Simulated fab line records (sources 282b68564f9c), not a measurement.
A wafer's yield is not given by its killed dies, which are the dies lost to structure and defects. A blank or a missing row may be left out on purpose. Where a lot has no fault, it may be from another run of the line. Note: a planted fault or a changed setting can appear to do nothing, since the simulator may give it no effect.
fab line records	flow ritCmos
[record] lots = 16	wafers = 48	lastDay = 7
route steps=202 shown ACTIVE@5 PWELL@45 GATE@92 M1@202
lots that met no fault: taken from a fault-free run of the same line
startH: the number of hours between the record's first day and the start of the first shown wafer of the lot	waitH: how many hours have passed since the lot's step before this one	" identical to the entry in the row above	L1.1+2: a row that stands for several wafers	- no value, or no start given	* or withheld: withheld	< > ~ a bound
route shown NAME@n: names a module that has steps shown in the file, with the first one's number in the route	usual: mean/standard deviation of fault-free wafers	same: alike in all rows	chamber/n: place in a boat	sites: the reading at each site	_std_site: the values' standard deviation	_edge_site: mean of outer sites minus mean of inner sites	radiusMm: for every site, how far away it sits from the centre of the wafer	mask NAME#n: copy n	behind: tool/chamber where the wafer was last shaped	hold: why the lot was held/for how many hours/how that ended	device: the transistor (n, p or np) that didn't switch	end of line: the route-end tests of the same wafers	a step given without rows: its recipe and nothing more	killed: the dies lost at the first sort to structure and to defects; this is not the yield of the wafer	map: shows each die of a wafer: x if killed, . if not, _ if none is there
set.NAME: the setting the step ran with; set.NAME@STEP: the setting that earlier step ran with	model.NAME: the simulator's own value behind a step, which no gauge read
one table for each step of the route and one row for each wafer, over a sample of lots
services: a tool's chamber out of use, with start hour (startH, from the record's first day; less than 0 if before it), hours out, and reason
[[steps]]
[step RIT_ACTIVE_THK_MEAS_04]
[recipe] reads = Si3N4_of_ACTIVE_CVD_03
[usual] ACTIVE_NITRIDE_THK = 150.5/1.3
lot.wafer	tool	chamber	startH	waitH	ACTIVE_NITRIDE_THK[nm]
L328.2	filmMetro-02	-	14.28	0.0	150.4
L328.4	"	-	"	"	150.3
L328.5	"	-	"	"	151.1
L329.1	filmMetro-04	-	19.24	0.0	151.9
L329.4	"	-	"	"	153.2
L329.6	"	-	"	"	153.3
L330.1	filmMetro-03	-	25.30	0.0	150.0
L330.3	"	-	"	"	149.1
L330.5	"	-	"	"	149.8
L332.4	filmMetro-04	-	34.29	0.0	150.7
L332.5	"	-	"	"	151.3
L332.6	"	-	"	"	151.7
L333.1	filmMetro-02	-	38.54	0.0	150.4
L333.2	"	-	"	"	150.0
L333.6	"	-	"	"	150.4
L335.1	filmMetro-03	-	49.79	0.0	149.1
L335.3	"	-	"	"	149.8
L335.6	"	-	"	"	149.8
L336.2	filmMetro-03	-	54.08	0.0	148.1
L336.5	"	-	"	"	150.3
L336.6	"	-	"	"	148.6
L337.2	filmMetro-02	-	59.28	0.0	151.0
L337.3	"	-	"	"	150.4
L337.5	"	-	"	"	150.8
L338.4	filmMetro-02	-	64.12	0.0	149.4
L338.5	"	-	"	"	148.8
L338.6	"	-	"	"	149.6
L339.1	filmMetro-04	-	69.45	0.0	152.4
L339.3	"	-	"	"	151.9
L339.5	"	-	"	"	151.4
L342.1	filmMetro-03	-	83.71	0.0	152.0
L342.3	"	-	"	"	151.7
L342.4	"	-	"	"	152.6
L343.1	filmMetro-04	-	88.83	0.0	150.5
L343.2	"	-	"	"	150.1
L343.5	"	-	"	"	150.2
L346.1	filmMetro-03	-	106.00	0.0	150.0
L346.2	"	-	"	"	151.3
L346.4	"	-	"	"	151.5
L347.2	filmMetro-03	-	110.56	0.0	150.7
L347.3	"	-	"	"	149.3
L347.4	"	-	"	"	149.9
L349.2	filmMetro-04	-	119.32	0.0	151.5
L349.5	"	-	"	"	150.1
L349.6	"	-	"	"	150.5
L351.2	filmMetro-02	-	130.67	0.0	150.8
L351.3	"	-	"	"	151.4
L351.4	"	-	"	"	151.4
[step RIT_ACTIVE_EXPOSE_08]
[recipe] maskId = M1	na = 0.6	sourceShape = conventional	sigmaOuter = 0.6	targetCdNm = 1400	doseMj = 225
[usual] exposureDoseMJCm2 = 224.87/0.24	focusOffsetNm = -0.1/0.51
lot.wafer	tool	chamber	startH	waitH	mask	exposureDoseMJCm2	focusOffsetNm
L328.2	ilineStepper-01	0	14.92	0.2	M1#0	225.17	0.0
L328.4	"	0	"	"	M1#0	224.99	0.2
L328.5	"	0	"	"	M1#0	224.98	0.2
L329.1	ilineStepper-02	0	19.87	0.2	M1#0	224.58	0.0
L329.4	"	0	"	"	M1#0	224.86	0.3
L329.6	"	0	"	"	M1#0	224.90	-0.3
L330.1	ilineStepper-01	0	26.02	0.3	M1#0	224.84	0.0
L330.3	"	0	"	"	M1#0	224.67	0.2
L330.5	"	0	"	"	M1#0	224.90	0.1
L332.4	ilineStepper-01	0	34.83	0.1	M1#0	224.42	0.4
L332.5	"	0	"	"	M1#0	224.47	0.8
L332.6	"	0	"	"	M1#0	224.33	-0.2
L333.1	ilineStepper-01	0	39.05	0.1	M1#0	225.20	-0.3
L333.2	"	0	"	"	M1#0	224.56	0.3
L333.6	"	0	"	"	M1#0	224.66	-0.6
L335.1	ilineStepper-02	0	50.43	0.2	M1#0	224.96	-0.2
L335.3	"	0	"	"	M1#0	225.24	0.2
L335.6	"	0	"	"	M1#0	224.54	0.2
L336.2	ilineStepper-02	0	54.60	0.1	M1#0	224.75	-0.4
L336.5	"	0	"	"	M1#0	224.83	-0.8
L336.6	"	0	"	"	M1#0	224.91	-0.4
L337.2	ilineStepper-02	0	59.80	0.1	M1#0	245.02	-0.6
L337.3	"	0	"	"	M1#0	245.29	0.2
L337.5	"	0	"	"	M1#0	245.00	0.5
L338.4	ilineStepper-02	0	64.66	0.1	M1#0	241.44	-0.6
L338.5	"	0	"	"	M1#0	241.32	-0.2
L338.6	"	0	"	"	M1#0	241.38	-1.0
L339.1	ilineStepper-01	0	70.09	0.2	M1#0	225.03	-0.1
L339.3	"	0	"	"	M1#0	224.76	0.0
L339.5	"	0	"	"	M1#0	225.03	0.6
L342.1	ilineStepper-02	0	84.34	0.2	M1#0	238.05	0.0
L342.3	"	0	"	"	M1#0	237.84	0.1
L342.4	"	0	"	"	M1#0	238.24	-0.5
L343.1	ilineStepper-02	0	89.34	0.1	M1#0	235.14	-0.1
L343.2	"	0	"	"	M1#0	235.08	0.6
L343.5	"	0	"	"	M1#0	235.08	-0.1
L346.1	ilineStepper-01	0	106.64	0.2	M1#0	224.94	0.3
L346.2	"	0	"	"	M1#0	225.23	0.4
L346.4	"	0	"	"	M1#0	225.11	-0.1
L347.2	ilineStepper-01	0	111.11	0.1	M1#0	224.88	0.0
L347.3	"	0	"	"	M1#0	225.05	0.3
L347.4	"	0	"	"	M1#0	224.59	-0.4
L349.2	ilineStepper-01	0	119.97	0.2	M1#0	224.50	-0.8
L349.5	"	0	"	"	M1#0	224.47	-0.3
L349.6	"	0	"	"	M1#0	224.28	-0.7
L351.2	ilineStepper-01	0	131.53	0.2	M1#0	224.78	0.3
L351.3	"	0	"	"	M1#0	225.02	0.6
L351.4	"	0	"	"	M1#0	224.94	0.6
[step RIT_ACTIVE_CD_MEAS_11]
[recipe] targetCdNm = 1400
[usual] cdNm = 1400.3/2.2
lot.wafer	tool	chamber	startH	waitH	cdNm
L328.2	cdSem-02	-	15.32	-	1401.3
L328.4	"	-	"	"	1401.0
L328.5	"	-	"	"	1400.7
L329.1	cdSem-01	-	20.27	-	1402.8
L329.4	"	-	"	"	1402.5
L329.6	"	-	"	"	1400.5
L330.1	cdSem-02	-	26.47	-	1402.8
L330.3	"	-	"	"	1402.5
L330.5	"	-	"	"	1402.4
L332.4	cdSem-01	-	35.23	-	1399.7
L332.5	"	-	"	"	1397.4
L332.6	"	-	"	"	1399.7
L333.1	cdSem-01	-	39.45	-	1402.0
L333.2	"	-	"	"	1401.6
L333.6	"	-	"	"	1399.0
L335.1	cdSem-02	-	50.83	-	1401.9
L335.3	"	-	"	"	1402.2
L335.6	"	-	"	"	1403.1
L336.2	cdSem-01	-	55.00	-	1400.4
L336.5	"	-	"	"	1400.7
L336.6	"	-	"	"	1404.2
L337.2	cdSem-01	-	60.20	-	1375.1
L337.3	"	-	"	"	1375.3
L337.5	"	-	"	"	1376.6
L338.4	cdSem-02	-	65.06	-	1380.0
L338.5	"	-	"	"	1378.5
L338.6	"	-	"	"	1376.3
L339.1	cdSem-01	-	70.49	-	1402.7
L339.3	"	-	"	"	1401.4
L339.5	"	-	"	"	1402.3
L342.1	cdSem-02	-	84.74	-	1381.1
L342.3	"	-	"	"	1382.0
L342.4	"	-	"	"	1383.5
L343.1	cdSem-02	-	89.74	-	1385.2
L343.2	"	-	"	"	1383.8
L343.5	"	-	"	"	1387.3
L346.1	cdSem-02	-	107.04	-	1396.2
L346.2	"	-	"	"	1394.2
L346.4	"	-	"	"	1395.6
L347.2	cdSem-01	-	111.60	-	1400.5
L347.3	"	-	"	"	1400.8
L347.4	"	-	"	"	1399.7
L349.2	cdSem-01	-	120.37	-	1400.7
L349.5	"	-	"	"	1399.3
L349.6	"	-	"	"	1403.2
L351.2	cdSem-01	-	131.93	-	1398.9
L351.3	"	-	"	"	1397.5
L351.4	"	-	"	"	1397.4
[step RIT_PWELL_OVL_MEAS_06]
[usual] PWELL_OVL = -0.1/1.3
lot.wafer	tool	chamber	startH	waitH	PWELL_OVL[nm]
L328.2	overlay-01	-	22.85	-	-1.6
L328.4	"	-	"	"	-2.3
L328.5	"	-	"	"	-0.8
L329.1	overlay-02	-	27.99	-	0.5
L329.4	"	-	"	"	-0.4
L329.6	"	-	"	"	0.6
L330.1	overlay-01	-	34.11	-	0.1
L330.3	"	-	"	"	-2.3
L330.5	"	-	"	"	-0.9
L332.4	overlay-01	-	43.68	-	-0.3
L332.5	"	-	"	"	-1.1
L332.6	"	-	"	"	-1.2
L333.1	overlay-01	-	48.94	-	0.0
L333.2	"	-	"	"	-0.3
L333.6	"	-	"	"	0.9
L335.1	overlay-02	-	62.18	-	-1.0
L335.3	"	-	"	"	1.5
L335.6	"	-	"	"	0.3
L336.2	overlay-01	-	65.19	-	-1.6
L336.5	"	-	"	"	-0.6
L336.6	"	-	"	"	-0.9
L337.2	overlay-02	-	67.64	-	0.8
L337.3	"	-	"	"	-1.1
L337.5	"	-	"	"	-0.1
L338.4	overlay-01	-	74.50	-	0.8
L338.5	"	-	"	"	0.6
L338.6	"	-	"	"	0.1
L339.1	overlay-02	-	78.63	-	-1.0
L339.3	"	-	"	"	-2.4
L339.5	"	-	"	"	-2.6
L342.1	overlay-01	-	93.44	-	-0.1
L342.3	"	-	"	"	-1.3
L342.4	"	-	"	"	-0.4
L343.1	overlay-01	-	97.08	-	0.8
L343.2	"	-	"	"	0.5
L343.5	"	-	"	"	1.0
L346.1	overlay-01	-	114.47	-	0.4
L346.2	"	-	"	"	2.1
L346.4	"	-	"	"	-1.6
L347.2	overlay-02	-	121.50	-	1.1
L347.3	"	-	"	"	0.0
L347.4	"	-	"	"	-0.2
L349.2	overlay-01	-	127.84	-	0.7
L349.5	"	-	"	"	0.0
L349.6	"	-	"	"	0.0
L351.2	overlay-01	-	140.36	-	2.7
L351.3	"	-	"	"	2.3
L351.4	"	-	"	"	4.0
[step RIT_GATE_CD_MEAS_16]
[recipe] targetCdNm = 150
[usual] cdNm = 149.6/2
lot.wafer	tool	chamber	startH	waitH	cdNm
L328.2	cdSem-01	-	37.43	-	151.4
L328.4	"	-	"	"	150.1
L328.5	"	-	"	"	149.5
L329.1	cdSem-01	-	41.74	-	144.3
L329.4	"	-	"	"	145.4
L329.6	"	-	"	"	144.6
L330.1	cdSem-01	-	53.25	-	150.0
L330.3	"	-	"	"	146.0
L330.5	"	-	"	"	146.9
L332.4	cdSem-01	-	61.83	-	154.8
L332.5	"	-	"	"	154.2
L332.6	"	-	"	"	150.5
L333.1	cdSem-01	-	64.45	-	151.4
L333.2	"	-	"	"	150.6
L333.6	"	-	"	"	151.6
L335.1	cdSem-01	-	78.33	-	152.7
L335.3	"	-	"	"	150.6
L335.6	"	-	"	"	151.6
L336.2	cdSem-02	-	81.68	-	146.6
L336.5	"	-	"	"	147.8
L336.6	"	-	"	"	149.0
L337.2	cdSem-02	-	83.35	-	149.1
L337.3	"	-	"	"	151.5
L337.5	"	-	"	"	151.0
L338.4	cdSem-02	-	91.41	-	147.2
L338.5	"	-	"	"	145.5
L338.6	"	-	"	"	149.7
L339.1	cdSem-02	-	95.25	-	147.7
L339.3	"	-	"	"	149.7
L339.5	"	-	"	"	145.7
L342.1	cdSem-02	-	110.17	-	146.1
L342.3	"	-	"	"	148.2
L342.4	"	-	"	"	149.5
L343.1	cdSem-01	-	112.51	-	147.2
L343.2	"	-	"	"	149.4
L343.5	"	-	"	"	148.3
L346.1	cdSem-02	-	130.99	-	149.9
L346.2	"	-	"	"	148.0
L346.4	"	-	"	"	150.5
L347.2	cdSem-01	-	136.17	-	149.9
L347.3	"	-	"	"	150.2
L347.4	"	-	"	"	151.0
L349.2	cdSem-01	-	147.75	-	148.3
L349.5	"	-	"	"	148.4
L349.6	"	-	"	"	151.5
L351.2	cdSem-01	-	155.94	-	150.9
L351.3	"	-	"	"	149.0
L351.4	"	-	"	"	151.3
[step RIT_M1_PROBE_99]
[usual] killedAtContacts = 0.0/0.22	killedAtFrontEnd = 7/3.1	killedDies = 7/3.1	killedOpen = 3.5/2	killedShort = 3.3/2
[same] grossDies = 264	killed_at_M0_to_M3 = 0	killed_at_M4_up = 0	killedAtBackSide = 0	killedAtOther = 0
lot.wafer	tool	chamber	startH	waitH	killedAtContacts	killedAtFrontEnd	killedDies	killedOpen	killedShort
L332.4	prober-02	-	85.40	0.2	0	5	5	3	2
L332.5	prober-02	-	85.45	0.2	0	5	5	5	0
L332.6	prober-02	-	85.50	0.2	0	2	2	2	0
L335.1	prober-01	-	98.67	0.1	0	8	8	2	6
L335.3	prober-01	-	98.77	0.2	0	4	4	2	2
L335.6	prober-01	-	98.92	0.2	0	10	10	4	6
L337.2	prober-01	-	108.26	0.1	0	11	11	7	4
L337.3	prober-01	-	108.31	0.2	0	9	9	7	2
L337.5	prober-01	-	108.41	0.2	0	4	4	3	1
L338.4	prober-02	-	114.28	0.2	0	7	7	2	5
L338.5	prober-02	-	114.33	0.2	0	6	6	3	3
L338.6	prober-02	-	114.38	0.2	0	9	9	5	4
L339.1	prober-01	-	118.94	0.1	0	5	5	1	4
L339.3	prober-01	-	119.04	0.2	0	10	10	3	7
L339.5	prober-01	-	119.14	0.2	0	4	4	2	2
L346.1	prober-02	-	152.57	0.1	0	7	7	2	5
L346.2	prober-02	-	152.62	0.1	0	8	8	1	7
L346.4	prober-02	-	152.72	0.2	0	3	3	1	2
// killed by level:class
L332.4 FOX1:geometricParticle:short=1 FOX1:geometricParticle:open=1 GATE:geometricParticle:open=1 REOX:geometricParticle:short=1 SILICIDE:geometricParticle:open=1
L332.5 GATE:geometricParticle:open=2 SPACER:geometricParticle:open=2 FOX1:geometricParticle:open=1
L332.6 GATE:geometricParticle:open=2
L335.1 GATE:geometricParticle:short=2 REOX:geometricParticle:short=2 SILICIDE:geometricParticle:short=2 FOX1:geometricParticle:open=1 SPACER:geometricParticle:open=1
L335.3 REOX:geometricParticle:short=2 FOX2:geometricParticle:open=1 SPACER:geometricParticle:open=1
L335.6 SILICIDE:geometricParticle:short=3 SILICIDE:geometricParticle:open=2 FOX1:geometricParticle:short=1 FOX2:geometricParticle:short=1 GATE:geometricParticle:open=1 SPACER:geometricParticle:short=1 SPACER:geometricParticle:open=1
L337.2 GATE:geometricParticle:open=4 GATE:geometricParticle:short=3 FOX1:geometricParticle:open=2 FOX2:geometricParticle:open=1 SPACER:geometricParticle:short=1
L337.3 GATE:geometricParticle:open=5 FOX1:geometricParticle:open=1 FOX1:geometricParticle:short=1 GATE:geometricParticle:short=1 REOX:geometricParticle:open=1
L337.5 FOX2:geometricParticle:open=2 GATE:geometricParticle:open=1 SILICIDE:geometricParticle:short=1
L338.4 SILICIDE:geometricParticle:short=2 FOX1:geometricParticle:short=1 GATE:geometricParticle:short=1 REOX:geometricParticle:open=1 REOX:geometricParticle:short=1 SILICIDE:geometricParticle:open=1
L338.5 SILICIDE:geometricParticle:short=3 GATE:geometricParticle:open=2 SILICIDE:geometricParticle:open=1
L338.6 GATE:geometricParticle:open=3 FOX1:geometricParticle:open=2 SPACER:geometricParticle:short=2 GATE:geometricParticle:short=1 REOX:geometricParticle:short=1
L339.1 REOX:geometricParticle:short=2 GATE:geometricParticle:short=1 SPACER:geometricParticle:short=1 SILICIDE:geometricParticle:open=1
L339.3 GATE:geometricParticle:short=4 GATE:geometricParticle:open=2 REOX:geometricParticle:short=2 FOX1:geometricParticle:open=1 SILICIDE:geometricParticle:short=1
L339.5 FOX1:geometricParticle:short=1 FOX2:geometricParticle:open=1 GATE:geometricParticle:short=1 GATE:geometricParticle:open=1
L346.1 REOX:geometricParticle:short=4 SPACER:geometricParticle:open=2 SPACER:geometricParticle:short=1
L346.2 SPACER:geometricParticle:short=4 FOX1:geometricParticle:short=1 GATE:geometricParticle:short=1 REOX:geometricParticle:open=1 REOX:geometricParticle:short=1
L346.4 GATE:geometricParticle:short=2 REOX:geometricParticle:open=1
[[services]]
tool	chamber	startH	hours	kind
ilineStepper-02	-	7.72	0.9	repair
ilineStepper-01	-	16.19	2.0	repair
ilineStepper-02	0	39.55	-	calibration
ilineStepper-02	-	72.14	4.4	pm
ilineStepper-02	-	102.30	0.7	repair
[[key]]
[firstSign] step = RIT_ACTIVE_EXPOSE_08	reading = exposureDoseMJCm2	direction = up	sigmas = 62	usual = 224.87	struck = 239.91
[effect] step = RIT_ACTIVE_CD_MEAS_11	reading = cdNm	direction = down	sigmas = 9.2	usual = 1400.3	struck = 1380.4	through = controlLoop
metAt RIT_ACTIVE_EXPOSE_08
struckLots L337,L338,L342,L343
testerLeftOut L337,L338,L342,L343
[loopTrim] step = RIT_ACTIVE_EXPOSE_08	setting = dose	lots = L338,L342,L343
notActingAt RIT_ACTIVE_THK_MEAS_04,RIT_PWELL_OVL_MEAS_06,RIT_GATE_CD_MEAS_16
onsetBetween 54.60 59.80
[fault] kind = processParameterDrift	tool = ilineStepper-02	chamber = -	onsetH = 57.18	steps = RIT_ACTIVE_EXPOSE_08	channel = doseMj	offset = 20.245	shape = step	actsIn = theseRecipesOnly	stated = 225
// testerLeftOut: of these lots the tester's yield and bins aren't shown, on N5 and GAA mostly nor the transistor test; their killed dies are dies lost to structure and defects alone, not to doping, threshold or leakage, so they don't give the yield
// loopTrim: a control loop set the setting to another value than it would have without faults
